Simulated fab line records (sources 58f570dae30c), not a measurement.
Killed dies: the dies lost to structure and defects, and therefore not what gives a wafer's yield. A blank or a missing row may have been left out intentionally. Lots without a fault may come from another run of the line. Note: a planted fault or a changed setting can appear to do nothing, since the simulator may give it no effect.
fab line records / flow berkeley-cmos170
record lots=15 wafers=45 last-day=13
route steps=331 shown NVT@109 CONTACT@224 V1@267 M2@286
lots untouched by any fault: they come from a run of this same line in which no faults occurred
start-h: start of the lot's first displayed wafer, in hours after the record's first day / wait-h: hours elapsed since this lot's preceding step / " the same as in the row above / L1.1+2: a row that stands for several wafers / - value missing, or start not given / * or withheld: withheld / < > ~ a bound
route shown NAME@n: names a module that has steps shown in the file, with the first one's number in the route / usual: mean and standard deviation over wafers with no fault / same: alike in all rows / chamber/n: place in a boat / sites: readings site by site / _std_site: their standard deviation / _edge_site: inner sites' mean taken away from outer sites' mean / radius-mm: for every site, how far away it sits from the centre of the wafer / mask NAME#n: copy n / behind: the last tool/chamber to shape the wafer / hold: reason for holding the lot/hours on hold/outcome of the hold / device: the transistor (n, p or np) that didn't switch / end of line: tests run on the same wafers once the route is complete / for a step that has no rows: nothing shown but its recipe / killed: dies that structure and defects cost at the first sort, which is not the same as the wafer's yield / map: per-die view of a wafer (x killed, . not killed, _ where there is no die)
set.NAME: the run value of the setting; set.NAME@STEP: its run value at that earlier step / model.NAME: the simulator's own value behind a step, which no gauge read
one table for each step of the route and one row for each wafer, over a sample of lots
services: from which hour (start-h, from the record's first day; less than 0 if before it) a tool's chamber was out of use, for how many hours, and why
## steps
# step UCB170_NVT_DEVELOP_05
# recipe developer=TMAH develop-time-s=45 resist=KrF dev-temp-c=21
# usual chill-plate-temp-C=23.00/0.093 develop-time-s=45/0
lot.wafer=L949.1 tool=litho-track-03 chamber=0 start-h=142 wait-h=- chill-plate-temp-C=23.10 develop-time-s=45
lot.wafer=L949.4 tool=litho-track-03 chamber=0 start-h=142 wait-h=- chill-plate-temp-C=23.10 develop-time-s=45
lot.wafer=L949.5 tool=litho-track-03 chamber=0 start-h=142 wait-h=- chill-plate-temp-C=22.99 develop-time-s=45
lot.wafer=L948.3 tool=litho-track-04 chamber=0 start-h=142 wait-h=- chill-plate-temp-C=23.14 develop-time-s=45
lot.wafer=L948.5 tool=litho-track-04 chamber=0 start-h=142 wait-h=- chill-plate-temp-C=23.18 develop-time-s=45
lot.wafer=L948.6 tool=litho-track-04 chamber=0 start-h=142 wait-h=- chill-plate-temp-C=22.94 develop-time-s=45
lot.wafer=L950.3 tool=litho-track-01 chamber=0 start-h=151 wait-h=- chill-plate-temp-C=23.12 develop-time-s=45
lot.wafer=L950.4 tool=litho-track-01 chamber=0 start-h=151 wait-h=- chill-plate-temp-C=23.14 develop-time-s=45
lot.wafer=L950.6 tool=litho-track-01 chamber=0 start-h=151 wait-h=- chill-plate-temp-C=23.13 develop-time-s=45
lot.wafer=L953.1 tool=litho-track-01 chamber=0 start-h=167 wait-h=- chill-plate-temp-C=22.98 develop-time-s=45
lot.wafer=L953.2 tool=litho-track-01 chamber=0 start-h=167 wait-h=- chill-plate-temp-C=22.95 develop-time-s=45
lot.wafer=L953.6 tool=litho-track-01 chamber=0 start-h=167 wait-h=- chill-plate-temp-C=22.96 develop-time-s=45
lot.wafer=L955.2 tool=litho-track-03 chamber=0 start-h=182 wait-h=- chill-plate-temp-C=22.98 develop-time-s=45
lot.wafer=L955.4 tool=litho-track-03 chamber=0 start-h=182 wait-h=- chill-plate-temp-C=22.92 develop-time-s=45
lot.wafer=L955.5 tool=litho-track-03 chamber=0 start-h=182 wait-h=- chill-plate-temp-C=23.07 develop-time-s=45
lot.wafer=L958.1 tool=litho-track-03 chamber=0 start-h=183 wait-h=- chill-plate-temp-C=22.99 develop-time-s=45
lot.wafer=L958.2 tool=litho-track-03 chamber=0 start-h=183 wait-h=- chill-plate-temp-C=23.12 develop-time-s=45
lot.wafer=L958.5 tool=litho-track-03 chamber=0 start-h=183 wait-h=- chill-plate-temp-C=23.00 develop-time-s=45
lot.wafer=L962.4 tool=litho-track-03 chamber=- start-h=216 wait-h=- chill-plate-temp-C=- develop-time-s=-
lot.wafer=L962.5 tool=litho-track-03 chamber=- start-h=216 wait-h=- chill-plate-temp-C=- develop-time-s=-
lot.wafer=L962.6 tool=litho-track-03 chamber=- start-h=216 wait-h=- chill-plate-temp-C=- develop-time-s=-
lot.wafer=L964.1 tool=litho-track-01 chamber=0 start-h=216 wait-h=- chill-plate-temp-C=22.93 develop-time-s=45
lot.wafer=L964.5 tool=litho-track-01 chamber=0 start-h=216 wait-h=- chill-plate-temp-C=22.81 develop-time-s=45
lot.wafer=L964.6 tool=litho-track-01 chamber=0 start-h=216 wait-h=- chill-plate-temp-C=22.94 develop-time-s=45
lot.wafer=L963.2 tool=litho-track-03 chamber=- start-h=216 wait-h=- chill-plate-temp-C=- develop-time-s=-
lot.wafer=L963.4 tool=litho-track-03 chamber=- start-h=216 wait-h=- chill-plate-temp-C=- develop-time-s=-
lot.wafer=L963.5 tool=litho-track-03 chamber=- start-h=216 wait-h=- chill-plate-temp-C=- develop-time-s=-
lot.wafer=L961.1 tool=litho-track-01 chamber=- start-h=216 wait-h=- chill-plate-temp-C=- develop-time-s=-
lot.wafer=L961.4 tool=litho-track-01 chamber=- start-h=216 wait-h=- chill-plate-temp-C=- develop-time-s=-
lot.wafer=L961.5 tool=litho-track-01 chamber=- start-h=216 wait-h=- chill-plate-temp-C=- develop-time-s=-
lot.wafer=L965.1 tool=litho-track-04 chamber=0 start-h=229 wait-h=- chill-plate-temp-C=23.04 develop-time-s=45
lot.wafer=L965.4 tool=litho-track-04 chamber=0 start-h=230 wait-h=- chill-plate-temp-C=23.06 develop-time-s=45
lot.wafer=L965.5 tool=litho-track-04 chamber=0 start-h=230 wait-h=- chill-plate-temp-C=23.05 develop-time-s=45
lot.wafer=L966.4 tool=litho-track-01 chamber=0 start-h=230 wait-h=- chill-plate-temp-C=22.93 develop-time-s=45
lot.wafer=L966.5 tool=litho-track-01 chamber=0 start-h=230 wait-h=- chill-plate-temp-C=23.01 develop-time-s=45
lot.wafer=L966.6 tool=litho-track-01 chamber=0 start-h=230 wait-h=- chill-plate-temp-C=22.94 develop-time-s=45
lot.wafer=L969.2 tool=litho-track-03 chamber=0 start-h=244 wait-h=- chill-plate-temp-C=23.01 develop-time-s=45
lot.wafer=L969.3 tool=litho-track-03 chamber=0 start-h=244 wait-h=- chill-plate-temp-C=22.97 develop-time-s=45
lot.wafer=L969.6 tool=litho-track-03 chamber=0 start-h=244 wait-h=- chill-plate-temp-C=23.00 develop-time-s=45
lot.wafer=L968.1 tool=litho-track-03 chamber=0 start-h=244 wait-h=- chill-plate-temp-C=23.01 develop-time-s=45
lot.wafer=L968.4 tool=litho-track-03 chamber=0 start-h=244 wait-h=- chill-plate-temp-C=22.99 develop-time-s=45
lot.wafer=L968.5 tool=litho-track-03 chamber=0 start-h=244 wait-h=- chill-plate-temp-C=22.87 develop-time-s=45
lot.wafer=L967.1 tool=litho-track-03 chamber=0 start-h=244 wait-h=- chill-plate-temp-C=22.85 develop-time-s=45
lot.wafer=L967.2 tool=litho-track-03 chamber=0 start-h=244 wait-h=- chill-plate-temp-C=22.81 develop-time-s=45
lot.wafer=L967.5 tool=litho-track-03 chamber=0 start-h=244 wait-h=- chill-plate-temp-C=22.93 develop-time-s=45
# step UCB170_CONTACT_RTA_08
# recipe temp-c=900 time-s=10 ambient=N2
# usual lamp-power-pct=25.7/0.49 wafer_temp_C_max=904.0/0.88
lot.wafer=L949.1 tool=rtp-anneal-02 chamber=0 start-h=178.29 wait-h=0.0 lamp-power-pct=25.2 wafer_temp_C_max=902.7
lot.wafer=L949.4 tool=rtp-anneal-02 chamber=0 start-h=178.29 wait-h=0.0 lamp-power-pct=25.2 wafer_temp_C_max=904.1
lot.wafer=L949.5 tool=rtp-anneal-02 chamber=0 start-h=178.29 wait-h=0.0 lamp-power-pct=25.2 wafer_temp_C_max=903.6
lot.wafer=L948.3 tool=rtp-anneal-01 chamber=0 start-h=178.50 wait-h=0.0 lamp-power-pct=26.1 wafer_temp_C_max=903.3
lot.wafer=L948.5 tool=rtp-anneal-01 chamber=0 start-h=178.50 wait-h=0.0 lamp-power-pct=26.2 wafer_temp_C_max=902.9
lot.wafer=L948.6 tool=rtp-anneal-01 chamber=0 start-h=178.50 wait-h=0.0 lamp-power-pct=26.2 wafer_temp_C_max=902.3
lot.wafer=L950.3 tool=rtp-anneal-02 chamber=0 start-h=195.46 wait-h=0.0 lamp-power-pct=25.2 wafer_temp_C_max=903.9
lot.wafer=L950.4 tool=rtp-anneal-02 chamber=0 start-h=195.46 wait-h=0.0 lamp-power-pct=25.2 wafer_temp_C_max=903.4
lot.wafer=L950.6 tool=rtp-anneal-02 chamber=0 start-h=195.46 wait-h=0.0 lamp-power-pct=25.2 wafer_temp_C_max=903.3
lot.wafer=L953.1 tool=rtp-anneal-01 chamber=0 start-h=205.92 wait-h=0.0 lamp-power-pct=26.2 wafer_temp_C_max=904.8
lot.wafer=L953.2 tool=rtp-anneal-01 chamber=0 start-h=205.92 wait-h=0.0 lamp-power-pct=26.2 wafer_temp_C_max=903.6
lot.wafer=L953.6 tool=rtp-anneal-01 chamber=0 start-h=205.92 wait-h=0.0 lamp-power-pct=26.2 wafer_temp_C_max=903.3
lot.wafer=L958.1 tool=rtp-anneal-02 chamber=0 start-h=221.45 wait-h=0.0 lamp-power-pct=25.2 wafer_temp_C_max=904.2
lot.wafer=L958.2 tool=rtp-anneal-02 chamber=0 start-h=221.45 wait-h=0.0 lamp-power-pct=25.2 wafer_temp_C_max=905.3
lot.wafer=L958.5 tool=rtp-anneal-02 chamber=0 start-h=221.45 wait-h=0.0 lamp-power-pct=25.2 wafer_temp_C_max=904.3
lot.wafer=L955.2 tool=rtp-anneal-01 chamber=0 start-h=221.72 wait-h=0.0 lamp-power-pct=26.2 wafer_temp_C_max=903.8
lot.wafer=L955.4 tool=rtp-anneal-01 chamber=0 start-h=221.72 wait-h=0.0 lamp-power-pct=26.2 wafer_temp_C_max=904.6
lot.wafer=L955.5 tool=rtp-anneal-01 chamber=0 start-h=221.72 wait-h=0.0 lamp-power-pct=26.1 wafer_temp_C_max=903.9
lot.wafer=L964.1 tool=rtp-anneal-01 chamber=0 start-h=256.47 wait-h=0.0 lamp-power-pct=26.2 wafer_temp_C_max=902.5
lot.wafer=L964.5 tool=rtp-anneal-01 chamber=0 start-h=256.47 wait-h=0.0 lamp-power-pct=26.2 wafer_temp_C_max=903.8
lot.wafer=L964.6 tool=rtp-anneal-01 chamber=0 start-h=256.47 wait-h=0.0 lamp-power-pct=26.2 wafer_temp_C_max=903.8
lot.wafer=L963.2 tool=rtp-anneal-02 chamber=0 start-h=257.06 wait-h=0.0 lamp-power-pct=25.2 wafer_temp_C_max=904.6
lot.wafer=L963.4 tool=rtp-anneal-02 chamber=0 start-h=257.06 wait-h=0.0 lamp-power-pct=25.2 wafer_temp_C_max=902.9
lot.wafer=L963.5 tool=rtp-anneal-02 chamber=0 start-h=257.06 wait-h=0.0 lamp-power-pct=25.2 wafer_temp_C_max=903.3
lot.wafer=L962.4 tool=rtp-anneal-01 chamber=0 start-h=257.08 wait-h=0.0 lamp-power-pct=26.2 wafer_temp_C_max=903.7
lot.wafer=L962.5 tool=rtp-anneal-01 chamber=0 start-h=257.08 wait-h=0.0 lamp-power-pct=26.2 wafer_temp_C_max=903.0
lot.wafer=L962.6 tool=rtp-anneal-01 chamber=0 start-h=257.08 wait-h=0.0 lamp-power-pct=26.2 wafer_temp_C_max=902.7
lot.wafer=L961.1 tool=rtp-anneal-02 chamber=0 start-h=258.83 wait-h=0.0 lamp-power-pct=25.2 wafer_temp_C_max=903.3
lot.wafer=L961.4 tool=rtp-anneal-02 chamber=0 start-h=258.83 wait-h=0.0 lamp-power-pct=25.2 wafer_temp_C_max=904.8
lot.wafer=L961.5 tool=rtp-anneal-02 chamber=0 start-h=258.83 wait-h=0.0 lamp-power-pct=25.2 wafer_temp_C_max=904.6
lot.wafer=L965.1 tool=rtp-anneal-01 chamber=0 start-h=274.53 wait-h=0.0 lamp-power-pct=26.2 wafer_temp_C_max=903.3
lot.wafer=L965.4 tool=rtp-anneal-01 chamber=0 start-h=274.53 wait-h=0.0 lamp-power-pct=26.2 wafer_temp_C_max=903.4
lot.wafer=L965.5 tool=rtp-anneal-01 chamber=0 start-h=274.53 wait-h=0.0 lamp-power-pct=26.2 wafer_temp_C_max=904.6
lot.wafer=L966.4 tool=rtp-anneal-02 chamber=0 start-h=274.60 wait-h=0.1 lamp-power-pct=25.2 wafer_temp_C_max=903.2
lot.wafer=L966.5 tool=rtp-anneal-02 chamber=0 start-h=274.60 wait-h=0.1 lamp-power-pct=25.2 wafer_temp_C_max=904.0
lot.wafer=L966.6 tool=rtp-anneal-02 chamber=0 start-h=274.60 wait-h=0.1 lamp-power-pct=25.2 wafer_temp_C_max=903.3
lot.wafer=L969.2 tool=rtp-anneal-01 chamber=0 start-h=284.79 wait-h=0.0 lamp-power-pct=26.2 wafer_temp_C_max=903.9
lot.wafer=L969.3 tool=rtp-anneal-01 chamber=0 start-h=284.79 wait-h=0.0 lamp-power-pct=26.2 wafer_temp_C_max=903.6
lot.wafer=L969.6 tool=rtp-anneal-01 chamber=0 start-h=284.79 wait-h=0.0 lamp-power-pct=26.2 wafer_temp_C_max=903.2
lot.wafer=L968.1 tool=rtp-anneal-02 chamber=0 start-h=285.25 wait-h=0.0 lamp-power-pct=25.2 wafer_temp_C_max=904.7
lot.wafer=L968.4 tool=rtp-anneal-02 chamber=0 start-h=285.25 wait-h=0.0 lamp-power-pct=25.2 wafer_temp_C_max=905.4
lot.wafer=L968.5 tool=rtp-anneal-02 chamber=0 start-h=285.25 wait-h=0.0 lamp-power-pct=25.2 wafer_temp_C_max=903.7
lot.wafer=L967.1 tool=rtp-anneal-01 chamber=0 start-h=292.53 wait-h=0.0 lamp-power-pct=26.2 wafer_temp_C_max=904.3
lot.wafer=L967.2 tool=rtp-anneal-01 chamber=0 start-h=292.53 wait-h=0.0 lamp-power-pct=26.2 wafer_temp_C_max=904.2
lot.wafer=L967.5 tool=rtp-anneal-01 chamber=0 start-h=292.53 wait-h=0.0 lamp-power-pct=26.2 wafer_temp_C_max=903.9
# step UCB170_V1_OVL_MEAS_13
# usual V1_OVL=1/6.9
lot.wafer=L949.1 tool=overlay-01 chamber=- start-h=189.65 wait-h=0.1 V1_OVL[nm]=13
lot.wafer=L949.4 tool=overlay-01 chamber=- start-h=189.65 wait-h=0.1 V1_OVL[nm]=-4
lot.wafer=L949.5 tool=overlay-01 chamber=- start-h=189.65 wait-h=0.1 V1_OVL[nm]=0
lot.wafer=L948.3 tool=overlay-01 chamber=- start-h=190.34 wait-h=0.1 V1_OVL[nm]=6
lot.wafer=L948.5 tool=overlay-01 chamber=- start-h=190.34 wait-h=0.1 V1_OVL[nm]=2
lot.wafer=L948.6 tool=overlay-01 chamber=- start-h=190.34 wait-h=0.1 V1_OVL[nm]=5
lot.wafer=L950.3 tool=overlay-01 chamber=- start-h=203.85 wait-h=0.1 V1_OVL[nm]=-11
lot.wafer=L950.4 tool=overlay-01 chamber=- start-h=203.85 wait-h=0.1 V1_OVL[nm]=2
lot.wafer=L950.6 tool=overlay-01 chamber=- start-h=203.85 wait-h=0.1 V1_OVL[nm]=-3
lot.wafer=L953.1 tool=overlay-02 chamber=- start-h=214.82 wait-h=0.1 V1_OVL[nm]=0
lot.wafer=L953.2 tool=overlay-02 chamber=- start-h=214.82 wait-h=0.1 V1_OVL[nm]=8
lot.wafer=L953.6 tool=overlay-02 chamber=- start-h=214.82 wait-h=0.1 V1_OVL[nm]=8
lot.wafer=L958.1 tool=overlay-02 chamber=- start-h=230.15 wait-h=0.1 V1_OVL[nm]=8
lot.wafer=L958.2 tool=overlay-02 chamber=- start-h=230.15 wait-h=0.1 V1_OVL[nm]=1
lot.wafer=L958.5 tool=overlay-02 chamber=- start-h=230.15 wait-h=0.1 V1_OVL[nm]=-1
lot.wafer=L955.2 tool=overlay-02 chamber=- start-h=230.20 wait-h=0.1 V1_OVL[nm]=-10
lot.wafer=L955.4 tool=overlay-02 chamber=- start-h=230.20 wait-h=0.1 V1_OVL[nm]=-9
lot.wafer=L955.5 tool=overlay-02 chamber=- start-h=230.20 wait-h=0.1 V1_OVL[nm]=6
lot.wafer=L964.1 tool=overlay-01 chamber=- start-h=263.24 wait-h=0.1 V1_OVL[nm]=-1
lot.wafer=L964.5 tool=overlay-01 chamber=- start-h=263.24 wait-h=0.1 V1_OVL[nm]=-1
lot.wafer=L964.6 tool=overlay-01 chamber=- start-h=263.24 wait-h=0.1 V1_OVL[nm]=-1
lot.wafer=L962.4 tool=overlay-02 chamber=- start-h=264.61 wait-h=0.1 V1_OVL[nm]=-3
lot.wafer=L962.5 tool=overlay-02 chamber=- start-h=264.61 wait-h=0.1 V1_OVL[nm]=3
lot.wafer=L962.6 tool=overlay-02 chamber=- start-h=264.61 wait-h=0.1 V1_OVL[nm]=-8
lot.wafer=L963.2 tool=overlay-01 chamber=- start-h=265.79 wait-h=0.1 V1_OVL[nm]=-1
lot.wafer=L963.4 tool=overlay-01 chamber=- start-h=265.79 wait-h=0.1 V1_OVL[nm]=-8
lot.wafer=L963.5 tool=overlay-01 chamber=- start-h=265.79 wait-h=0.1 V1_OVL[nm]=6
lot.wafer=L961.1 tool=overlay-01 chamber=- start-h=266.05 wait-h=0.1 V1_OVL[nm]=3
lot.wafer=L961.4 tool=overlay-01 chamber=- start-h=266.05 wait-h=0.1 V1_OVL[nm]=1
lot.wafer=L961.5 tool=overlay-01 chamber=- start-h=266.05 wait-h=0.1 V1_OVL[nm]=9
lot.wafer=L965.1 tool=overlay-02 chamber=- start-h=284.20 wait-h=0.1 V1_OVL[nm]=0
lot.wafer=L965.4 tool=overlay-02 chamber=- start-h=284.20 wait-h=0.1 V1_OVL[nm]=1
lot.wafer=L965.5 tool=overlay-02 chamber=- start-h=284.20 wait-h=0.1 V1_OVL[nm]=5
lot.wafer=L966.4 tool=overlay-01 chamber=- start-h=284.45 wait-h=0.1 V1_OVL[nm]=6
lot.wafer=L966.5 tool=overlay-01 chamber=- start-h=284.45 wait-h=0.1 V1_OVL[nm]=-1
lot.wafer=L966.6 tool=overlay-01 chamber=- start-h=284.45 wait-h=0.1 V1_OVL[nm]=6
lot.wafer=L969.2 tool=overlay-01 chamber=- start-h=294.47 wait-h=0.1 V1_OVL[nm]=-12
lot.wafer=L969.3 tool=overlay-01 chamber=- start-h=294.47 wait-h=0.1 V1_OVL[nm]=-6
lot.wafer=L969.6 tool=overlay-01 chamber=- start-h=294.47 wait-h=0.1 V1_OVL[nm]=-9
lot.wafer=L968.1 tool=overlay-01 chamber=- start-h=296.16 wait-h=0.1 V1_OVL[nm]=19
lot.wafer=L968.4 tool=overlay-01 chamber=- start-h=296.16 wait-h=0.1 V1_OVL[nm]=9
lot.wafer=L968.5 tool=overlay-01 chamber=- start-h=296.16 wait-h=0.1 V1_OVL[nm]=11
lot.wafer=L967.1 tool=overlay-01 chamber=- start-h=300.53 wait-h=0.1 V1_OVL[nm]=5
lot.wafer=L967.2 tool=overlay-01 chamber=- start-h=300.53 wait-h=0.1 V1_OVL[nm]=9
lot.wafer=L967.5 tool=overlay-01 chamber=- start-h=300.53 wait-h=0.1 V1_OVL[nm]=4
# step UCB170_M2_CD_MEAS_15
# recipe target-cd-nm=700
# usual cd-nm=700.8/1.2
lot.wafer=L949.1 tool=cd-sem-01 chamber=- start-h=192.78 wait-h=- cd-nm=701.1
lot.wafer=L949.4 tool=cd-sem-01 chamber=- start-h=192.78 wait-h=- cd-nm=700.4
lot.wafer=L949.5 tool=cd-sem-01 chamber=- start-h=192.78 wait-h=- cd-nm=701.2
lot.wafer=L948.3 tool=cd-sem-01 chamber=- start-h=193.70 wait-h=- cd-nm=702.0
lot.wafer=L948.5 tool=cd-sem-01 chamber=- start-h=193.70 wait-h=- cd-nm=700.4
lot.wafer=L948.6 tool=cd-sem-01 chamber=- start-h=193.70 wait-h=- cd-nm=701.3
lot.wafer=L950.3 tool=cd-sem-01 chamber=- start-h=206.55 wait-h=- cd-nm=701.4
lot.wafer=L950.4 tool=cd-sem-01 chamber=- start-h=206.55 wait-h=- cd-nm=700.9
lot.wafer=L950.6 tool=cd-sem-01 chamber=- start-h=206.55 wait-h=- cd-nm=700.8
lot.wafer=L953.1 tool=cd-sem-02 chamber=- start-h=218.09 wait-h=- cd-nm=700.1
lot.wafer=L953.2 tool=cd-sem-02 chamber=- start-h=218.09 wait-h=- cd-nm=701.3
lot.wafer=L953.6 tool=cd-sem-02 chamber=- start-h=218.09 wait-h=- cd-nm=699.9
lot.wafer=L958.1 tool=cd-sem-02 chamber=- start-h=233.66 wait-h=- cd-nm=701.3
lot.wafer=L958.2 tool=cd-sem-02 chamber=- start-h=233.66 wait-h=- cd-nm=699.3
lot.wafer=L958.5 tool=cd-sem-02 chamber=- start-h=233.66 wait-h=- cd-nm=699.7
lot.wafer=L955.2 tool=cd-sem-02 chamber=- start-h=233.84 wait-h=- cd-nm=699.6
lot.wafer=L955.4 tool=cd-sem-02 chamber=- start-h=233.84 wait-h=- cd-nm=700.6
lot.wafer=L955.5 tool=cd-sem-02 chamber=- start-h=233.84 wait-h=- cd-nm=700.6
lot.wafer=L964.1 tool=cd-sem-01 chamber=- start-h=265.90 wait-h=- cd-nm=700.0
lot.wafer=L964.5 tool=cd-sem-01 chamber=- start-h=265.90 wait-h=- cd-nm=699.7
lot.wafer=L964.6 tool=cd-sem-01 chamber=- start-h=265.90 wait-h=- cd-nm=699.8
lot.wafer=L962.4 tool=cd-sem-02 chamber=- start-h=267.20 wait-h=- cd-nm=697.9
lot.wafer=L962.5 tool=cd-sem-02 chamber=- start-h=267.20 wait-h=- cd-nm=699.1
lot.wafer=L962.6 tool=cd-sem-02 chamber=- start-h=267.20 wait-h=- cd-nm=698.8
lot.wafer=L963.2 tool=cd-sem-02 chamber=- start-h=268.26 wait-h=- cd-nm=698.8
lot.wafer=L963.4 tool=cd-sem-02 chamber=- start-h=268.26 wait-h=- cd-nm=699.9
lot.wafer=L963.5 tool=cd-sem-02 chamber=- start-h=268.26 wait-h=- cd-nm=700.3
lot.wafer=L961.1 tool=cd-sem-02 chamber=- start-h=268.68 wait-h=- cd-nm=701.3
lot.wafer=L961.4 tool=cd-sem-02 chamber=- start-h=268.68 wait-h=- cd-nm=700.5
lot.wafer=L961.5 tool=cd-sem-02 chamber=- start-h=268.68 wait-h=- cd-nm=702.5
lot.wafer=L965.1 tool=cd-sem-01 chamber=- start-h=290.16 wait-h=- cd-nm=701.6
lot.wafer=L965.4 tool=cd-sem-01 chamber=- start-h=290.16 wait-h=- cd-nm=702.9
lot.wafer=L965.5 tool=cd-sem-01 chamber=- start-h=290.16 wait-h=- cd-nm=702.3
lot.wafer=L966.4 tool=cd-sem-02 chamber=- start-h=290.85 wait-h=- cd-nm=702.3
lot.wafer=L966.5 tool=cd-sem-02 chamber=- start-h=290.85 wait-h=- cd-nm=704.1
lot.wafer=L966.6 tool=cd-sem-02 chamber=- start-h=290.85 wait-h=- cd-nm=702.1
lot.wafer=L969.2 tool=cd-sem-02 chamber=- start-h=297.43 wait-h=- cd-nm=702.1
lot.wafer=L969.3 tool=cd-sem-02 chamber=- start-h=297.43 wait-h=- cd-nm=701.3
lot.wafer=L969.6 tool=cd-sem-02 chamber=- start-h=297.43 wait-h=- cd-nm=700.9
lot.wafer=L968.1 tool=cd-sem-01 chamber=- start-h=298.76 wait-h=- cd-nm=696.5
lot.wafer=L968.4 tool=cd-sem-01 chamber=- start-h=298.76 wait-h=- cd-nm=698.6
lot.wafer=L968.5 tool=cd-sem-01 chamber=- start-h=298.76 wait-h=- cd-nm=698.5
lot.wafer=L967.1 tool=cd-sem-02 chamber=- start-h=303.76 wait-h=- cd-nm=700.3
lot.wafer=L967.2 tool=cd-sem-02 chamber=- start-h=303.76 wait-h=- cd-nm=701.5
lot.wafer=L967.5 tool=cd-sem-02 chamber=- start-h=303.76 wait-h=- cd-nm=701.7
## services
tool=rtp-anneal-01 chamber=- start-h=131.62 hours=5.1 kind=pm
## key
first-sign step=UCB170_NVT_DEVELOP_05 reading=tool-record direction=missing
effect none on later readings
met-at UCB170_NVT_DEVELOP_05
struck-lots L961,L962,L963
sort-left-out L961.1,L961.4,L961.5,L962.4,L962.5,L962.6,L963.2,L963.4,L963.5
tester-left-out L961,L962,L963
not-acting-at UCB170_CONTACT_RTA_08,UCB170_V1_OVL_MEAS_13,UCB170_M2_CD_MEAS_15
onset-between 183 216
fault kind=skipped-step-whole tool=litho-track-01,litho-track-03 chamber=- onset-h=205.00 steps=UCB170_NVT_DEVELOP_05 scope=struck-lots-only
# tester-left-out: of these lots the tester's yield and bins aren't shown, on N5 and GAA mostly nor the transistor test; their killed dies are dies lost to structure and defects alone, not to doping, threshold or leakage, so they don't give the yield
# sort-left-out: the simulated sort isn't trusted on such a fault, so these wafers' sort isn't shown, and their yield isn't known
